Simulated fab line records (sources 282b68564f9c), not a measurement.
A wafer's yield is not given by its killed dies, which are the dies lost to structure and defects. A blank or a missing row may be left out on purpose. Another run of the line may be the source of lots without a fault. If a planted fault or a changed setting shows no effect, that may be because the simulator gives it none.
Check of tool commonality    flow ritCmos    42 wafers sampled across 14 lots

== REASON FOR OPENING ==
2 of 14 lots carry a flag on the reading GATE_OXIDE_THK at RIT_GATE_THK_MEAS_07. No-fault wafers: 2.98 nm, standard deviation 0.065.
Rule: a lot gets a flag if all its wafers with a number sit over 4 standard deviations from that mean, or if no wafer of it has a number. The other lots count as sound.

lot   measured     on            GATE_OXIDE_THK (nm), wafer by wafer  flag
L524  day 3 00:43  filmMetro-02  3.04 2.99 2.97                       
L525  day 3 08:02  filmMetro-04  3.02 3.10 3.02                       
L527  day 3 12:00  filmMetro-01  2.90 2.89 2.94                       
L528  day 3 21:03  filmMetro-02  3.01 2.90 2.98                       
L529  day 4 00:26  filmMetro-04  3.02 2.88 2.89                       
L530  day 4 03:58  filmMetro-02  2.77 2.84 2.85                       
L532  day 4 15:47  filmMetro-04  3.07 3.09 3.07                       
L533  day 5 03:22  filmMetro-02  2.87 2.88 2.93                       
L534  day 5 05:03  filmMetro-04  3.02 2.91 2.95                       
L539  day 6 00:40  filmMetro-02  3.32 3.30 3.32                       FLAGGED
L540  day 6 09:00  filmMetro-01  3.31 3.24 3.30                       FLAGGED
L543  day 6 20:07  filmMetro-01  3.02 3.00 2.97                       
L544  day 7 04:28  filmMetro-04  2.96 3.00 3.01                       
L545  day 7 09:27  filmMetro-02  3.00 3.02 2.98                       
Average over the flagged lots: 3.30 nm; offset from the usual +0.32 nm, equal to +5 standard deviations.

== WHICH TOOL RAN EACH LOT ==
The record holds 1 process step before the reading, out of a route of 202 steps. Cell contents, in order: the tool; ch with the chambers the sampled wafers went through; the start.
lot   flag     RIT_GATE_OXIDATION_05
L524           furnace-03 ch 0, day 2 23:05
L525           furnace-01 ch 0, day 3 05:22
L527           furnace-01 ch 0, day 3 10:40
L528           furnace-03 ch 0, day 3 19:08
L529           furnace-01 ch 0, day 3 23:05
L530           furnace-04 ch 0, day 4 01:19
L532           furnace-01 ch 0, day 4 14:26
L533           furnace-04 ch 0, day 4 22:11
L534           furnace-03 ch 0, day 5 03:44
L539  FLAGGED  furnace-03 ch 0, day 5 23:19
L540  FLAGGED  furnace-03 ch 0, day 6 05:44
L543           furnace-04 ch 0, day 6 18:17
L544           furnace-01 ch 0, day 7 03:07
L545           furnace-01 ch 0, day 7 06:12
What is done by these steps:
- RIT_GATE_OXIDATION_05: target thk 3 nm, ox time 270 s.
- RIT_GATE_THK_MEAS_07

== FLAGGED AGAINST TOTAL, ONE TOOL AT A TIME (gauges that did the reading follow at the end) ==
step                   tool          lots run  flagged  share of the flagged lots  sound lots run after its first flagged lot
RIT_GATE_OXIDATION_05  furnace-01    6         0        none                       -
RIT_GATE_OXIDATION_05  furnace-03    5         2        all                        0
RIT_GATE_OXIDATION_05  furnace-04    3         0        none                       -
RIT_GATE_THK_MEAS_07   filmMetro-01  3         1        some                       1 (L543)
RIT_GATE_THK_MEAS_07   filmMetro-02  6         1        some                       1 (L545)
RIT_GATE_THK_MEAS_07   filmMetro-04  5         0        none                       -

== WHAT IS ALLOWED BY THE TABLE ==
1 row of the table ran every flagged lot: furnace-03 at RIT_GATE_OXIDATION_05.
- furnace-03 at RIT_GATE_OXIDATION_05: 2 of its 5 lots flagged. It ran its last sound lot, L534, at day 5 03:44 and its first flagged lot, L539, at day 5 23:19: a fault with its onset between the two fits.
Left over: one tool, furnace-03 at RIT_GATE_OXIDATION_05.

== WHAT THE SIMULATOR HAD PUT IN ==
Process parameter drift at RIT_GATE_OXIDATION_05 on furnace-03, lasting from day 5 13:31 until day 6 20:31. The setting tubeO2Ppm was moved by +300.
Lots struck among those shown: L539, L540. The same result came from the rule above.
